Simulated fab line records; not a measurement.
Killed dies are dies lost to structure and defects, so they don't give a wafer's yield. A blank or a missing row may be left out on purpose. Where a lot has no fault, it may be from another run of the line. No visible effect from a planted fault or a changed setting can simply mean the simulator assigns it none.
One fault seen from 2 desks ; flow berkeley cmos170 ; only its own numbers are on each desk; what lay behind them is given at the end

== METROLOGY DESK ==
Lot by lot, what the gauges showed, no matter which tool ran the lot: averages of those sampled wafers that carry a number. Any lot whose mean is over 4 standard deviations away from the usual mean is out of limits and marked OUT; that distance is given in the brackets.
Columns: A = GATE_POLY_THK at UCB170_GATE_THK_MEAS_05, usual 213.7 nm; B = cd nm at UCB170_GATE_CD_MEAS_12, usual 349.7 nm; C = GATE_OVL at UCB170_GATE_OVL_MEAS_13, usual 0 nm; D = cd nm at UCB170_GATE_CD_MEAS_90, usual 349.8 nm
lot;first seen here;A;B;C;D
L257;day 7 05:29;214.8;349.1;5;348.8
L259;day 7 15:14;214.1;349.6;0;349.9
L262;day 8 00:11;211.6;349.4;0;349.6
L261;day 8 00:13;212.2;349.3;-9;349.5
L273;day 10 18:25;215.9;347.7;-0;347.5
L272;day 10 18:25;212.5;348.3;-12;348.2
Finding of this desk: none of the 6 lots has anything out of limits.

== TOOL OWNER'S DESK, plasma asher-04 ==
The tool's own readings at UCB170_GATE_STRIP_16 (strips in O2): means of the sampled wafers that have a number, for each lot that ran on this tool. Any lot whose mean is over 4 standard deviations away from the usual mean is out of limits and marked OUT; that distance is given in the brackets.
Columns: A = chamber pressure mTorr at UCB170_GATE_STRIP_16, usual 3500 mTorr; B = drypump motor current A at UCB170_GATE_STRIP_16, usual 5.7 A; C = oes product au at UCB170_GATE_STRIP_16, usual 0.724 a.u.
lot;first seen here;A;B;C
L272;day 10 19:46;3501;6.4;0.719
This desk's finding: nothing out of limits on the one lot.

== TAKEN TOGETHER ==
The metrology desk saw nothing out of limits.
Nothing out of limits was seen by the tool owner's desk.

== WHAT THE SIMULATOR HAD INSERTED ==
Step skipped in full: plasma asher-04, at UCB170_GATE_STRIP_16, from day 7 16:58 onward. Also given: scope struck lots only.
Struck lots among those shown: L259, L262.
